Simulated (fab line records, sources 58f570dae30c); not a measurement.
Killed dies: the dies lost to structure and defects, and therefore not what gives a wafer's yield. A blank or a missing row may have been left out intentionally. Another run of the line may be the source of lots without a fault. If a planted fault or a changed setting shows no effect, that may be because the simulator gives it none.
Split-lot experiment || flow berkeley_cmos170 || on a route of 331 steps: 5 lots, 23 wafers read

## ON THE SPLIT
At UCB170_M3_EXPOSE_12 (exposes mask METAL3, target cd 700 nm), the setting dose_mj was moved away from the recipe's 26 on 7 of the 23 wafers read, by -7.0% to +4.2%. All remaining wafers had this setting at the recipe value.

## FROM THE SPLIT TO THE READING: what the file shows between them, 6 steps
- UCB170_M3_PEB_13
- UCB170_M3_DEVELOP_14: develop time 45 s
- UCB170_M3_CD_MEAS_15: target cd 700 nm
- UCB170_M3_ETCH_17: etches BARC in N2/H2
- UCB170_M3_METAL_ETCH_18: etches Al in Cl2/BCl3, stops on SiO2, target depth 1170 nm, time 195 s
- UCB170_M3_STRIP_19: strips in O2

## THE READING
cd_nm (nm) at UCB170_M3_CD_MEAS_90, where the cd target is 700 nm. A value of 699 nm with a standard deviation of 3.7 nm is what fault-free wafers of this fab line usually give.

{"wafer": "L077.1", "tool, chamber at the split": "krf_scanner-02, 0", "dose_mj as run": 26, "against the recipe": "recipe", "cd_nm, nm": 699, "against lot-mates on the recipe": "-"}
{"wafer": "L077.4", "tool, chamber at the split": "krf_scanner-02, 0", "dose_mj as run": 26, "against the recipe": "recipe", "cd_nm, nm": 702, "against lot-mates on the recipe": "-"}
{"wafer": "L077.5", "tool, chamber at the split": "krf_scanner-02, 0", "dose_mj as run": 26, "against the recipe": "recipe", "cd_nm, nm": 705, "against lot-mates on the recipe": "-"}
{"wafer": "L076.1", "tool, chamber at the split": "krf_scanner-02, 0", "dose_mj as run": 26, "against the recipe": "recipe", "cd_nm, nm": 702, "against lot-mates on the recipe": "-"}
{"wafer": "L076.2", "tool, chamber at the split": "krf_scanner-02, 0", "dose_mj as run": 26.63, "against the recipe": "+2.4%", "cd_nm, nm": 699, "against lot-mates on the recipe": -2}
{"wafer": "L076.3", "tool, chamber at the split": "krf_scanner-02, 0", "dose_mj as run": 26, "against the recipe": "recipe", "cd_nm, nm": 699, "against lot-mates on the recipe": "-"}
{"wafer": "L076.4", "tool, chamber at the split": "krf_scanner-02, 0", "dose_mj as run": 26, "against the recipe": "recipe", "cd_nm, nm": 703, "against lot-mates on the recipe": "-"}
{"wafer": "L076.6", "tool, chamber at the split": "krf_scanner-02, 0", "dose_mj as run": 26.63, "against the recipe": "+2.4%", "cd_nm, nm": 698, "against lot-mates on the recipe": -3}
{"wafer": "L079.1", "tool, chamber at the split": "krf_scanner-01, 0", "dose_mj as run": 26, "against the recipe": "recipe", "cd_nm, nm": 699, "against lot-mates on the recipe": "-"}
{"wafer": "L079.2", "tool, chamber at the split": "krf_scanner-01, 0", "dose_mj as run": 26, "against the recipe": "recipe", "cd_nm, nm": 695, "against lot-mates on the recipe": "-"}
{"wafer": "L079.3", "tool, chamber at the split": "krf_scanner-01, 0", "dose_mj as run": 26, "against the recipe": "recipe", "cd_nm, nm": 696, "against lot-mates on the recipe": "-"}
{"wafer": "L079.4", "tool, chamber at the split": "krf_scanner-01, 0", "dose_mj as run": 26, "against the recipe": "recipe", "cd_nm, nm": 694, "against lot-mates on the recipe": "-"}
{"wafer": "L079.6", "tool, chamber at the split": "krf_scanner-01, 0", "dose_mj as run": 26, "against the recipe": "recipe", "cd_nm, nm": 697, "against lot-mates on the recipe": "-"}
{"wafer": "L080.1", "tool, chamber at the split": "krf_scanner-02, 0", "dose_mj as run": 26, "against the recipe": "recipe", "cd_nm, nm": 700, "against lot-mates on the recipe": "-"}
{"wafer": "L080.2", "tool, chamber at the split": "krf_scanner-02, 0", "dose_mj as run": 24.19, "against the recipe": "-7.0%", "cd_nm, nm": 716, "against lot-mates on the recipe": "+16"}
{"wafer": "L080.3", "tool, chamber at the split": "krf_scanner-02, 0", "dose_mj as run": 26, "against the recipe": "recipe", "cd_nm, nm": 699, "against lot-mates on the recipe": "-"}
{"wafer": "L080.4", "tool, chamber at the split": "krf_scanner-02, 0", "dose_mj as run": 24.19, "against the recipe": "-7.0%", "cd_nm, nm": 716, "against lot-mates on the recipe": "+16"}
{"wafer": "L080.5", "tool, chamber at the split": "krf_scanner-02, 0", "dose_mj as run": 26, "against the recipe": "recipe", "cd_nm, nm": 701, "against lot-mates on the recipe": "-"}
{"wafer": "L082.1", "tool, chamber at the split": "krf_scanner-01, 0", "dose_mj as run": 26, "against the recipe": "recipe", "cd_nm, nm": 698, "against lot-mates on the recipe": "-"}
{"wafer": "L082.2", "tool, chamber at the split": "krf_scanner-01, 0", "dose_mj as run": 27.08, "against the recipe": "+4.2%", "cd_nm, nm": 694, "against lot-mates on the recipe": -5}
{"wafer": "L082.4", "tool, chamber at the split": "krf_scanner-01, 0", "dose_mj as run": 27.08, "against the recipe": "+4.2%", "cd_nm, nm": 691, "against lot-mates on the recipe": -8}
{"wafer": "L082.5", "tool, chamber at the split": "krf_scanner-01, 0", "dose_mj as run": 26, "against the recipe": "recipe", "cd_nm, nm": 700, "against lot-mates on the recipe": "-"}
{"wafer": "L082.6", "tool, chamber at the split": "krf_scanner-01, 0", "dose_mj as run": 27.08, "against the recipe": "+4.2%", "cd_nm, nm": 690, "against lot-mates on the recipe": -9}

FIT RESULTS
A straight line over all 23 wafers: cd_nm changes by -2.08 nm for each +1% of dose_mj; r = -0.89; the points scatter about the line by 2.9 nm.
The same after taking each lot's own level away (the mean of its wafers on the recipe; 23 wafers): -2.05 nm for each +1%; r = -0.95; scatter 1.8 nm.
That fit puts the effect of the largest move of dose_mj on the reading at 14 nm.
Across the lots, their own levels run from 696.2 to 702.0 nm, a range of 1.6 times the standard deviation given above.
The two slopes agree, so the slope changes little with the lot-to-lot level.
Check: for one of the wafers moved furthest among these (-7.0%), held out of the fit, the line's prediction against its lot-mates is +14.1 nm. It came out at +16 nm against them.

## THE OTHER SPLITS THESE WAFERS WENT THROUGH
These wafers also went through other splits before the reading. Each is held against what the fit with the lots' levels taken away leaves over:
{"other split on the same wafers": "UCB170_V1_ETCH_14 rf_w", "wafers away from the commonest value": 7, "r with cd_nm (lot level and that fit taken away)": "+0.19"}
{"other split on the same wafers": "UCB170_M2_COAT_10 spin_rpm", "wafers away from the commonest value": 4, "r with cd_nm (lot level and that fit taken away)": -0.28}
{"other split on the same wafers": "UCB170_M2_METAL_ETCH_18 time_s", "wafers away from the commonest value": 9, "r with cd_nm (lot level and that fit taken away)": "+0.26"}

## THE WHOLE CHAIN: every reading that the file lists as answering this split, in the file's order
{"step": "UCB170_M3_CD_MEAS_15", "what it does": "target cd 700 nm", "reading": "cd_nm", "change (the file's fit)": "-1.77 nm for each +1% of the setting", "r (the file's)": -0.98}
{"step": "UCB170_M3_ETCH_17", "what it does": "etches BARC in N2/H2", "reading": "M3.cd_nm (the simulator's own value, which no gauge read)", "change (the file's fit)": "-1.89 nm for each +1% of the setting", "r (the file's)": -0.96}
{"step": "UCB170_M3_METAL_ETCH_18", "what it does": "etches Al in Cl2/BCl3, stops on SiO2, target depth 1170 nm, time 195 s", "reading": "M3.cd_nm (the simulator's own value, which no gauge read)", "change (the file's fit)": "-2.11 nm for each +1% of the setting", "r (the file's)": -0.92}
{"step": "UCB170_M3_CD_MEAS_90", "what it does": "target cd 700 nm", "reading": "cd_nm", "change (the file's fit)": "-2.09 nm for each +1% of the setting", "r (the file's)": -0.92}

## THE FILE'S OWN FIT
cd_nm changes by -2.09 nm for each +1% of dose_mj, r = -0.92.
